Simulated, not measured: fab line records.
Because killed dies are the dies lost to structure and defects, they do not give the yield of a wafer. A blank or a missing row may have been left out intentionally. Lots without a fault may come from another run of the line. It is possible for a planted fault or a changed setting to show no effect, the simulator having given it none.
fab line records || flow ritCmos
record: {"lots": 7, "wafers": 21, "lastDay": 6}
route steps=202 shown PLDD@122 SPACER@125 NSD@131
lots with no fault: from the same line, run without faults
startH: hours from the record's opening day to when the first of the lot's shown wafers began || waitH: hours elapsed since this lot's preceding step || " identical to the entry in the row above || L1.1+2: one row covering several wafers at once || - value missing, or start not given || * or withheld: withheld || < > ~ a bound
route shown NAME@n: a module of which the file shows steps, and the number in the route of the first || usual: mean and standard deviation over wafers with no fault || same: alike in all rows || chamber/n: place in a boat || sites: readings site by site || _std_site: standard deviation across them || _edge_site: the outer-site mean with the inner-site mean subtracted || radiusMm: for every site, how far away it sits from the centre of the wafer || mask NAME#n: copy n || behind: the tool/chamber that last shaped the wafer || hold: reason for holding the lot/hours on hold/outcome of the hold || device: the transistor (n, p or np) that didn't switch || end of line: the route-end tests of the same wafers || a step with no rows: only its recipe || killed: dies that structure and defects cost at the first sort, which is not the same as the wafer's yield || map: shows each die of a wafer: x if killed, . if not, _ if none is there
set.NAME: the setting the step ran with; set.NAME@STEP: the setting that earlier step ran with || model.NAME: the simulator's own value behind a step, which no gauge read
certain route steps with their lots: each step a table, each wafer a row
services: from which hour (startH, from the record's first day; less than 0 if before it) a tool's chamber was out of use, for how many hours, and why
== steps ==
step: RIT_PLDD_IMPLANT_08
recipe: {"species": "BF2", "energyKev": 20, "doseCm2": 9e+14, "tiltDeg": 7}
step: RIT_PLDD_STRIP_09
recipe: {"chemistry": "O2", "timeS": 180, "resist": "NOVOLAK", "platenTempC": "withheld", "powerW": 500, "pressureMtorr": 4000, "o2FlowSccm": 4000}
usual: {"drypumpMotorCurrentA": "5.7/0.33"}
{"lot.wafer": "L525.2", "tool": "plasmaAsher-04", "chamber": 1, "startH": 82.90, "waitH": 0.1, "drypumpMotorCurrentA": 5.7, "rfHoursCounterH": 39}
{"lot.wafer": "L525.3", "tool": "plasmaAsher-04", "chamber": 1, "startH": 82.90, "waitH": 0.1, "drypumpMotorCurrentA": 5.7, "rfHoursCounterH": "-"}
{"lot.wafer": "L525.5", "tool": "plasmaAsher-04", "chamber": 1, "startH": 82.90, "waitH": 0.1, "drypumpMotorCurrentA": 5.7, "rfHoursCounterH": "-"}
{"lot.wafer": "L526.1", "tool": "plasmaAsher-03", "chamber": 0, "startH": 90.52, "waitH": 0.1, "drypumpMotorCurrentA": 5.8, "rfHoursCounterH": 47}
{"lot.wafer": "L526.2", "tool": "plasmaAsher-03", "chamber": 1, "startH": 90.52, "waitH": 0.1, "drypumpMotorCurrentA": 5.3, "rfHoursCounterH": 47}
{"lot.wafer": "L526.4", "tool": "plasmaAsher-03", "chamber": 0, "startH": 90.52, "waitH": 0.1, "drypumpMotorCurrentA": 5.8, "rfHoursCounterH": "-"}
{"lot.wafer": "L528.3", "tool": "plasmaAsher-03", "chamber": 0, "startH": 96.17, "waitH": 0.1, "drypumpMotorCurrentA": 5.8, "rfHoursCounterH": "-"}
{"lot.wafer": "L528.5", "tool": "plasmaAsher-03", "chamber": 1, "startH": 96.17, "waitH": 0.1, "drypumpMotorCurrentA": 5.3, "rfHoursCounterH": "-"}
{"lot.wafer": "L528.6", "tool": "plasmaAsher-03", "chamber": 0, "startH": 96.17, "waitH": 0.1, "drypumpMotorCurrentA": 5.8, "rfHoursCounterH": "-"}
{"lot.wafer": "L529.3", "tool": "plasmaAsher-02", "chamber": 0, "startH": 99.78, "waitH": 0.1, "drypumpMotorCurrentA": 6.3, "rfHoursCounterH": "-"}
{"lot.wafer": "L529.4", "tool": "plasmaAsher-02", "chamber": 1, "startH": 99.78, "waitH": 0.1, "drypumpMotorCurrentA": 5.7, "rfHoursCounterH": "-"}
{"lot.wafer": "L529.6", "tool": "plasmaAsher-02", "chamber": 0, "startH": 99.78, "waitH": 0.1, "drypumpMotorCurrentA": 6.3, "rfHoursCounterH": "-"}
{"lot.wafer": "L530.2", "tool": "plasmaAsher-04", "chamber": 0, "startH": 104.74, "waitH": 0.1, "drypumpMotorCurrentA": 5.3, "rfHoursCounterH": 41}
{"lot.wafer": "L530.3", "tool": "plasmaAsher-04", "chamber": 0, "startH": 104.74, "waitH": 0.1, "drypumpMotorCurrentA": 5.3, "rfHoursCounterH": "-"}
{"lot.wafer": "L530.5", "tool": "plasmaAsher-04", "chamber": 0, "startH": 104.74, "waitH": 0.1, "drypumpMotorCurrentA": 5.3, "rfHoursCounterH": "-"}
{"lot.wafer": "L532.1", "tool": "plasmaAsher-02", "chamber": 0, "startH": 112.92, "waitH": 0.1, "drypumpMotorCurrentA": 6.3, "rfHoursCounterH": 48}
{"lot.wafer": "L532.2", "tool": "plasmaAsher-02", "chamber": 1, "startH": 112.92, "waitH": 0.1, "drypumpMotorCurrentA": 5.7, "rfHoursCounterH": 48}
{"lot.wafer": "L532.4", "tool": "plasmaAsher-02", "chamber": 1, "startH": 112.92, "waitH": 0.1, "drypumpMotorCurrentA": 5.7, "rfHoursCounterH": "-"}
{"lot.wafer": "L538.2", "tool": "plasmaAsher-04", "chamber": 1, "startH": 139.87, "waitH": 0.1, "drypumpMotorCurrentA": 5.7, "rfHoursCounterH": 2}
{"lot.wafer": "L538.3", "tool": "plasmaAsher-04", "chamber": 1, "startH": 139.87, "waitH": 0.1, "drypumpMotorCurrentA": 5.8, "rfHoursCounterH": "-"}
{"lot.wafer": "L538.6", "tool": "plasmaAsher-04", "chamber": 1, "startH": 139.87, "waitH": 0.1, "drypumpMotorCurrentA": 5.7, "rfHoursCounterH": "-"}
step: RIT_PLDD_TW_MEAS_10
usual: {"PLDD_TW": "2363/11"}
{"lot.wafer": "L525.2", "tool": "filmMetro-02", "chamber": "-", "startH": 83.08, "waitH": 0.1, "PLDD_TW": 2358}
{"lot.wafer": "L525.3", "tool": "filmMetro-02", "chamber": "-", "startH": 83.08, "waitH": 0.1, "PLDD_TW": 2366}
{"lot.wafer": "L525.5", "tool": "filmMetro-02", "chamber": "-", "startH": 83.08, "waitH": 0.1, "PLDD_TW": 2358}
{"lot.wafer": "L526.1", "tool": "filmMetro-02", "chamber": "-", "startH": 90.70, "waitH": 0.1, "PLDD_TW": 2367}
{"lot.wafer": "L526.2", "tool": "filmMetro-02", "chamber": "-", "startH": 90.70, "waitH": 0.1, "PLDD_TW": 2356}
{"lot.wafer": "L526.4", "tool": "filmMetro-02", "chamber": "-", "startH": 90.70, "waitH": 0.1, "PLDD_TW": 2365}
{"lot.wafer": "L528.3", "tool": "filmMetro-02", "chamber": "-", "startH": 96.31, "waitH": 0.1, "PLDD_TW": 2366}
{"lot.wafer": "L528.5", "tool": "filmMetro-02", "chamber": "-", "startH": 96.31, "waitH": 0.1, "PLDD_TW": 2363}
{"lot.wafer": "L528.6", "tool": "filmMetro-02", "chamber": "-", "startH": 96.31, "waitH": 0.1, "PLDD_TW": 2363}
{"lot.wafer": "L529.3", "tool": "filmMetro-02", "chamber": "-", "startH": 99.92, "waitH": 0.1, "PLDD_TW": 2345}
{"lot.wafer": "L529.4", "tool": "filmMetro-02", "chamber": "-", "startH": 99.92, "waitH": 0.1, "PLDD_TW": 2349}
{"lot.wafer": "L529.6", "tool": "filmMetro-02", "chamber": "-", "startH": 99.92, "waitH": 0.1, "PLDD_TW": 2356}
{"lot.wafer": "L530.2", "tool": "filmMetro-01", "chamber": "-", "startH": 104.93, "waitH": 0.1, "PLDD_TW": 2357}
{"lot.wafer": "L530.3", "tool": "filmMetro-01", "chamber": "-", "startH": 104.93, "waitH": 0.1, "PLDD_TW": 2358}
{"lot.wafer": "L530.5", "tool": "filmMetro-01", "chamber": "-", "startH": 104.93, "waitH": 0.1, "PLDD_TW": 2367}
{"lot.wafer": "L532.1", "tool": "filmMetro-01", "chamber": "-", "startH": 113.09, "waitH": 0.1, "PLDD_TW": 2355}
{"lot.wafer": "L532.2", "tool": "filmMetro-01", "chamber": "-", "startH": 113.09, "waitH": 0.1, "PLDD_TW": 2363}
{"lot.wafer": "L532.4", "tool": "filmMetro-01", "chamber": "-", "startH": 113.09, "waitH": 0.1, "PLDD_TW": 2360}
{"lot.wafer": "L538.2", "tool": "filmMetro-01", "chamber": "-", "startH": 140.09, "waitH": 0.2, "PLDD_TW": 2349}
{"lot.wafer": "L538.3", "tool": "filmMetro-01", "chamber": "-", "startH": 140.09, "waitH": 0.2, "PLDD_TW": 2357}
{"lot.wafer": "L538.6", "tool": "filmMetro-01", "chamber": "-", "startH": 140.09, "waitH": 0.2, "PLDD_TW": 2358}
step: RIT_SPACER_CLEAN_00
recipe: {"chemistry": "SC1", "mix": "3:3:50", "timeS": 600, "tempC": 75}
step: RIT_SPACER_CLEAN_01
recipe: {"chemistry": "dHF", "dilution": "50:1", "timeS": 30}
step: RIT_SPACER_CLEAN_02
recipe: {"chemistry": "SC2", "mix": "3:3:50", "timeS": 600, "tempC": 75, "dry": "n2Spin"}
step: RIT_SPACER_CVD_03
recipe: {"material": "Si3N4", "targetThkNm": 250, "tempC": 810, "precursor": "SiH2Cl2/NH3", "timeS": 3300, "pressureMtorr": 300, "sih2cl2FlowSccm": 60, "nh3FlowSccm": 150}
step: RIT_SPACER_THK_MEAS_04
recipe: {"reads": "Si3N4_of_SPACER_CVD_03"}
usual: {"SPACER_NITRIDE_THK": "248.2/2"}
{"lot.wafer": "L525.2", "tool": "filmMetro-01", "chamber": "-", "startH": 85.42, "waitH": 0.0, "SPACER_NITRIDE_THK[nm]": 247.6}
{"lot.wafer": "L525.3", "tool": "filmMetro-01", "chamber": "-", "startH": 85.42, "waitH": 0.0, "SPACER_NITRIDE_THK[nm]": 247.8}
{"lot.wafer": "L525.5", "tool": "filmMetro-01", "chamber": "-", "startH": 85.42, "waitH": 0.0, "SPACER_NITRIDE_THK[nm]": 248.0}
{"lot.wafer": "L526.1", "tool": "filmMetro-04", "chamber": "-", "startH": 93.04, "waitH": 0.0, "SPACER_NITRIDE_THK[nm]": 247.3}
{"lot.wafer": "L526.2", "tool": "filmMetro-04", "chamber": "-", "startH": 93.04, "waitH": 0.0, "SPACER_NITRIDE_THK[nm]": 245.3}
{"lot.wafer": "L526.4", "tool": "filmMetro-04", "chamber": "-", "startH": 93.04, "waitH": 0.0, "SPACER_NITRIDE_THK[nm]": 249.6}
{"lot.wafer": "L528.3", "tool": "filmMetro-04", "chamber": "-", "startH": 98.65, "waitH": 0.0, "SPACER_NITRIDE_THK[nm]": 247.6}
{"lot.wafer": "L528.5", "tool": "filmMetro-04", "chamber": "-", "startH": 98.65, "waitH": 0.0, "SPACER_NITRIDE_THK[nm]": 247.7}
{"lot.wafer": "L528.6", "tool": "filmMetro-04", "chamber": "-", "startH": 98.65, "waitH": 0.0, "SPACER_NITRIDE_THK[nm]": 247.7}
{"lot.wafer": "L529.3", "tool": "filmMetro-04", "chamber": "-", "startH": 102.49, "waitH": 0.0, "SPACER_NITRIDE_THK[nm]": 248.7}
{"lot.wafer": "L529.4", "tool": "filmMetro-04", "chamber": "-", "startH": 102.49, "waitH": 0.0, "SPACER_NITRIDE_THK[nm]": 247.1}
{"lot.wafer": "L529.6", "tool": "filmMetro-04", "chamber": "-", "startH": 102.49, "waitH": 0.0, "SPACER_NITRIDE_THK[nm]": 245.0}
{"lot.wafer": "L530.2", "tool": "filmMetro-04", "chamber": "-", "startH": 107.27, "waitH": 0.0, "SPACER_NITRIDE_THK[nm]": 247.5}
{"lot.wafer": "L530.3", "tool": "filmMetro-04", "chamber": "-", "startH": 107.27, "waitH": 0.0, "SPACER_NITRIDE_THK[nm]": 244.5}
{"lot.wafer": "L530.5", "tool": "filmMetro-04", "chamber": "-", "startH": 107.27, "waitH": 0.0, "SPACER_NITRIDE_THK[nm]": 248.9}
{"lot.wafer": "L532.1", "tool": "filmMetro-01", "chamber": "-", "startH": 116.39, "waitH": 0.0, "SPACER_NITRIDE_THK[nm]": 249.9}
{"lot.wafer": "L532.2", "tool": "filmMetro-01", "chamber": "-", "startH": 116.39, "waitH": 0.0, "SPACER_NITRIDE_THK[nm]": 250.8}
{"lot.wafer": "L532.4", "tool": "filmMetro-01", "chamber": "-", "startH": 116.39, "waitH": 0.0, "SPACER_NITRIDE_THK[nm]": 249.1}
{"lot.wafer": "L538.2", "tool": "filmMetro-01", "chamber": "-", "startH": 143.42, "waitH": 0.0, "SPACER_NITRIDE_THK[nm]": 248.3}
{"lot.wafer": "L538.3", "tool": "filmMetro-01", "chamber": "-", "startH": 143.42, "waitH": 0.0, "SPACER_NITRIDE_THK[nm]": 247.3}
{"lot.wafer": "L538.6", "tool": "filmMetro-01", "chamber": "-", "startH": 143.42, "waitH": 0.0, "SPACER_NITRIDE_THK[nm]": 246.1}
step: RIT_SPACER_ETCHBACK_05
recipe: {"targetDepthA": 2500, "SF6_flow_sccm": 30, "CHF3_flow_sccm": 30, "target": "Si3N4", "chemistry": "SF6/CHF3", "pressureMtorr": 40, "rfW": 250, "timeS": 240, "stopOn": "SiO2"}
usual: {"drypumpMotorCurrentA": "5.6/0.51", "oesProductAu": "0.841/0.014", "throttleValvePct": "10.30/0.1"}
{"lot.wafer": "L525.2", "tool": "rieDiel-04", "chamber": 3, "startH": 85.47, "waitH": 0.0, "drypumpMotorCurrentA": 5.8, "oesProductAu": 0.856, "rfHoursCounterH": 113, "throttleValvePct": 10.23}
{"lot.wafer": "L525.3", "tool": "rieDiel-04", "chamber": 2, "startH": 85.47, "waitH": 0.0, "drypumpMotorCurrentA": 5.0, "oesProductAu": 0.846, "rfHoursCounterH": 3, "throttleValvePct": 10.34}
{"lot.wafer": "L525.5", "tool": "rieDiel-04", "chamber": 0, "startH": 85.47, "waitH": 0.0, "drypumpMotorCurrentA": 5.1, "oesProductAu": 0.854, "rfHoursCounterH": "-", "throttleValvePct": 10.34}
{"lot.wafer": "L526.1", "tool": "rieDiel-04", "chamber": 0, "startH": 93.10, "waitH": 0.1, "drypumpMotorCurrentA": 5.1, "oesProductAu": 0.854, "rfHoursCounterH": 83, "throttleValvePct": 10.35}
{"lot.wafer": "L526.2", "tool": "rieDiel-04", "chamber": 3, "startH": 93.10, "waitH": 0.1, "drypumpMotorCurrentA": 5.8, "oesProductAu": 0.858, "rfHoursCounterH": 113, "throttleValvePct": 10.22}
{"lot.wafer": "L526.4", "tool": "rieDiel-04", "chamber": 2, "startH": 93.10, "waitH": 0.1, "drypumpMotorCurrentA": 5.0, "oesProductAu": 0.851, "rfHoursCounterH": 3, "throttleValvePct": 10.35}
{"lot.wafer": "L528.3", "tool": "rieDiel-01", "chamber": 0, "startH": 98.69, "waitH": 0.0, "drypumpMotorCurrentA": 5.6, "oesProductAu": 0.819, "rfHoursCounterH": 19, "throttleValvePct": 10.38}
{"lot.wafer": "L528.5", "tool": "rieDiel-01", "chamber": 2, "startH": 98.69, "waitH": 0.0, "drypumpMotorCurrentA": 6.0, "oesProductAu": 0.834, "rfHoursCounterH": "-", "throttleValvePct": 10.39}
{"lot.wafer": "L528.6", "tool": "rieDiel-01", "chamber": 1, "startH": 98.69, "waitH": 0.0, "drypumpMotorCurrentA": 5.6, "oesProductAu": 0.824, "rfHoursCounterH": "-", "throttleValvePct": 10.22}
{"lot.wafer": "L529.3", "tool": "rieDiel-04", "chamber": 3, "startH": 102.53, "waitH": 0.0, "drypumpMotorCurrentA": 5.8, "oesProductAu": 0.851, "rfHoursCounterH": 113, "throttleValvePct": 10.23}
{"lot.wafer": "L529.4", "tool": "rieDiel-04", "chamber": 0, "startH": 102.53, "waitH": 0.0, "drypumpMotorCurrentA": 5.1, "oesProductAu": 0.854, "rfHoursCounterH": 83, "throttleValvePct": 10.33}
{"lot.wafer": "L529.6", "tool": "rieDiel-04", "chamber": 1, "startH": 102.53, "waitH": 0.0, "drypumpMotorCurrentA": 4.9, "oesProductAu": 0.823, "rfHoursCounterH": "-", "throttleValvePct": 10.38}
{"lot.wafer": "L530.2", "tool": "rieDiel-03", "chamber": 2, "startH": 107.32, "waitH": 0.0, "drypumpMotorCurrentA": 6.5, "oesProductAu": 0.830, "rfHoursCounterH": 3, "throttleValvePct": 10.41}
{"lot.wafer": "L530.3", "tool": "rieDiel-03", "chamber": 3, "startH": 107.32, "waitH": 0.0, "drypumpMotorCurrentA": 5.6, "oesProductAu": 0.824, "rfHoursCounterH": 18, "throttleValvePct": 10.32}
{"lot.wafer": "L530.5", "tool": "rieDiel-03", "chamber": 0, "startH": 107.32, "waitH": 0.0, "drypumpMotorCurrentA": 5.3, "oesProductAu": 0.851, "rfHoursCounterH": "-", "throttleValvePct": 10.20}
{"lot.wafer": "L532.1", "tool": "rieDiel-04", "chamber": 2, "startH": 116.45, "waitH": 0.1, "drypumpMotorCurrentA": 5.0, "oesProductAu": 0.851, "rfHoursCounterH": 4, "throttleValvePct": 10.36}
{"lot.wafer": "L532.2", "tool": "rieDiel-04", "chamber": 1, "startH": 116.45, "waitH": 0.1, "drypumpMotorCurrentA": 4.9, "oesProductAu": 0.839, "rfHoursCounterH": 111, "throttleValvePct": 10.40}
{"lot.wafer": "L532.4", "tool": "rieDiel-04", "chamber": 3, "startH": 116.45, "waitH": 0.1, "drypumpMotorCurrentA": 5.8, "oesProductAu": 0.855, "rfHoursCounterH": 113, "throttleValvePct": 10.20}
{"lot.wafer": "L538.2", "tool": "rieDiel-04", "chamber": 2, "startH": 143.47, "waitH": 0.0, "drypumpMotorCurrentA": 5.0, "oesProductAu": 0.848, "rfHoursCounterH": 4, "throttleValvePct": 10.34}
{"lot.wafer": "L538.3", "tool": "rieDiel-04", "chamber": 0, "startH": 143.47, "waitH": 0.0, "drypumpMotorCurrentA": 5.1, "oesProductAu": 0.853, "rfHoursCounterH": 83, "throttleValvePct": 10.33}
{"lot.wafer": "L538.6", "tool": "rieDiel-04", "chamber": 1, "startH": 143.47, "waitH": 0.0, "drypumpMotorCurrentA": 4.9, "oesProductAu": 0.830, "rfHoursCounterH": "-", "throttleValvePct": 10.39}
step: RIT_NSD_HMDS_00
recipe: {"primeTimeS": 60, "primeTempC": 140}
step: RIT_NSD_COAT_01
recipe: {"resist": "NOVOLAK", "spinRpm": 3250, "resistThkNm": 1000}
step: RIT_NSD_SOFTBAKE_02
recipe: {"resist": "NOVOLAK", "tempC": 90, "timeS": 60}
step: RIT_NSD_EXPOSE_03
recipe: {"maskId": "M9", "na": 0.57, "targetCdNm": 40700, "doseMj": 250}
usual: {"exposureDoseMJCm2": "249.94/0.27", "focusOffsetNm": "-0.1/0.52"}
{"lot.wafer": "L525.2", "tool": "ilineStepper-01", "chamber": 0, "startH": 86.09, "waitH": 0.1, "mask": "M9#0", "exposureDoseMJCm2": 250.01, "focusOffsetNm": 0.0}
{"lot.wafer": "L525.3", "tool": "ilineStepper-01", "chamber": 0, "startH": 86.09, "waitH": 0.1, "mask": "M9#0", "exposureDoseMJCm2": 249.66, "focusOffsetNm": -0.3}
{"lot.wafer": "L525.5", "tool": "ilineStepper-01", "chamber": 0, "startH": 86.09, "waitH": 0.1, "mask": "M9#0", "exposureDoseMJCm2": 250.26, "focusOffsetNm": -0.1}
{"lot.wafer": "L526.1", "tool": "ilineStepper-01", "chamber": 0, "startH": 93.70, "waitH": 0.1, "mask": "M9#0", "exposureDoseMJCm2": 249.74, "focusOffsetNm": 0.6}
{"lot.wafer": "L526.2", "tool": "ilineStepper-01", "chamber": 0, "startH": 93.70, "waitH": 0.1, "mask": "M9#0", "exposureDoseMJCm2": 249.88, "focusOffsetNm": 0.0}
{"lot.wafer": "L526.4", "tool": "ilineStepper-01", "chamber": 0, "startH": 93.70, "waitH": 0.1, "mask": "M9#0", "exposureDoseMJCm2": 249.67, "focusOffsetNm": 0.0}
{"lot.wafer": "L528.3", "tool": "ilineStepper-02", "chamber": "-", "startH": 99.33, "waitH": 0.1, "mask": "M9#0", "exposureDoseMJCm2": "-", "focusOffsetNm": "-"}
{"lot.wafer": "L528.5", "tool": "ilineStepper-02", "chamber": "-", "startH": 99.33, "waitH": 0.1, "mask": "M9#0", "exposureDoseMJCm2": "-", "focusOffsetNm": "-"}
{"lot.wafer": "L528.6", "tool": "ilineStepper-02", "chamber": "-", "startH": 99.33, "waitH": 0.1, "mask": "M9#0", "exposureDoseMJCm2": "-", "focusOffsetNm": "-"}
{"lot.wafer": "L529.3", "tool": "ilineStepper-01", "chamber": "-", "startH": 103.30, "waitH": 0.2, "mask": "M9#0", "exposureDoseMJCm2": "-", "focusOffsetNm": "-"}
{"lot.wafer": "L529.4", "tool": "ilineStepper-01", "chamber": "-", "startH": 103.30, "waitH": 0.2, "mask": "M9#0", "exposureDoseMJCm2": "-", "focusOffsetNm": "-"}
{"lot.wafer": "L529.6", "tool": "ilineStepper-01", "chamber": "-", "startH": 103.30, "waitH": 0.2, "mask": "M9#0", "exposureDoseMJCm2": "-", "focusOffsetNm": "-"}
{"lot.wafer": "L530.2", "tool": "ilineStepper-01", "chamber": "-", "startH": 108.14, "waitH": 0.3, "mask": "M9#0", "exposureDoseMJCm2": "-", "focusOffsetNm": "-"}
{"lot.wafer": "L530.3", "tool": "ilineStepper-01", "chamber": "-", "startH": 108.14, "waitH": 0.3, "mask": "M9#0", "exposureDoseMJCm2": "-", "focusOffsetNm": "-"}
{"lot.wafer": "L530.5", "tool": "ilineStepper-01", "chamber": "-", "startH": 108.14, "waitH": 0.3, "mask": "M9#0", "exposureDoseMJCm2": "-", "focusOffsetNm": "-"}
{"lot.wafer": "L532.1", "tool": "ilineStepper-01", "chamber": 0, "startH": 117.18, "waitH": 0.2, "mask": "M9#0", "exposureDoseMJCm2": 249.81, "focusOffsetNm": -0.5}
{"lot.wafer": "L532.2", "tool": "ilineStepper-01", "chamber": 0, "startH": 117.18, "waitH": 0.2, "mask": "M9#0", "exposureDoseMJCm2": 249.82, "focusOffsetNm": -0.6}
{"lot.wafer": "L532.4", "tool": "ilineStepper-01", "chamber": 0, "startH": 117.18, "waitH": 0.2, "mask": "M9#0", "exposureDoseMJCm2": 250.01, "focusOffsetNm": -1.1}
{"lot.wafer": "L538.2", "tool": "ilineStepper-01", "chamber": 0, "startH": 144.22, "waitH": 0.2, "mask": "M9#0", "exposureDoseMJCm2": 249.96, "focusOffsetNm": 0.7}
{"lot.wafer": "L538.3", "tool": "ilineStepper-01", "chamber": 0, "startH": 144.22, "waitH": 0.2, "mask": "M9#0", "exposureDoseMJCm2": 250.15, "focusOffsetNm": 1.9}
{"lot.wafer": "L538.6", "tool": "ilineStepper-01", "chamber": 0, "startH": 144.22, "waitH": 0.2, "mask": "M9#0", "exposureDoseMJCm2": 250.10, "focusOffsetNm": 1.2}
step: RIT_NSD_PEB_04
recipe: {"resist": "NOVOLAK", "tempC": "withheld", "timeS": "withheld"}
== services ==
{"tool": "plasmaAsher-04", "chamber": "-", "startH": 62.61, "hours": 0.7, "kind": "repair"}
{"tool": "rieDiel-01", "chamber": 1, "startH": 72.72, "hours": 9.4, "kind": "repair"}
{"tool": "ilineStepper-01", "chamber": "-", "startH": 74.33, "hours": 4.2, "kind": "repair"}
{"tool": "rieDiel-01", "chamber": 3, "startH": 79.12, "hours": 24.8, "kind": "repair"}
{"tool": "plasmaAsher-04", "chamber": "-", "startH": 91.79, "hours": 1.4, "kind": "repair"}
{"tool": "ilineStepper-02", "chamber": 0, "startH": 97.48, "hours": "-", "kind": "calibration"}
{"tool": "plasmaAsher-04", "chamber": "-", "startH": 99.32, "hours": 2.8, "kind": "repair"}
{"tool": "ilineStepper-02", "chamber": "-", "startH": 101.08, "hours": 8.2, "kind": "repair"}
{"tool": "plasmaAsher-04", "chamber": "-", "startH": 108.75, "hours": 9.0, "kind": "pm"}
{"tool": "plasmaAsher-04", "chamber": 0, "startH": 108.75, "hours": 9.0, "kind": "ventCycle"}
{"tool": "plasmaAsher-04", "chamber": 1, "startH": 108.75, "hours": 9.0, "kind": "ventCycle"}
{"tool": "rieDiel-01", "chamber": 3, "startH": 109.01, "hours": 5.2, "kind": "repair"}
{"tool": "rieDiel-01", "chamber": 0, "startH": 109.79, "hours": 5.3, "kind": "repair"}
{"tool": "plasmaAsher-04", "chamber": 0, "startH": 117.75, "hours": "-", "kind": "clean"}
{"tool": "plasmaAsher-04", "chamber": 1, "startH": 117.75, "hours": "-", "kind": "clean"}
{"tool": "rieDiel-01", "chamber": 1, "startH": 131.37, "hours": 7.8, "kind": "repair"}
{"tool": "plasmaAsher-03", "chamber": "-", "startH": 141.43, "hours": 21.0, "kind": "repair"}
== key ==
firstSign: {"step": "RIT_NSD_EXPOSE_03", "reading": "toolRecord", "direction": "missing"}
effect none on later readings
metAt RIT_NSD_EXPOSE_03
struckWafers L528.3,L528.5,L528.6,L529.3,L529.4,L529.6,L530.2,L530.3,L530.5
sortLeftOut L528.3,L528.5,L528.6,L529.3,L529.4,L529.6,L530.2,L530.3,L530.5
testerLeftOut L528,L529,L530
onsetBetween 93.70 99.33
fault: {"kind": "skippedStepWhole", "tool": "ilineStepper-01,ilineStepper-02", "chamber": "-", "onsetH": 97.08, "steps": "RIT_NSD_EXPOSE_03", "scope": "struckLotsOnly"}
testerLeftOut: of these lots the tester's yield and bins aren't shown, on N5 and GAA mostly nor the transistor test; their killed dies are dies lost to structure and defects alone, not to doping, threshold or leakage, so they don't give the yield
sortLeftOut: the simulated sort isn't trusted on such a fault, so these wafers' sort isn't shown, and their yield isn't known
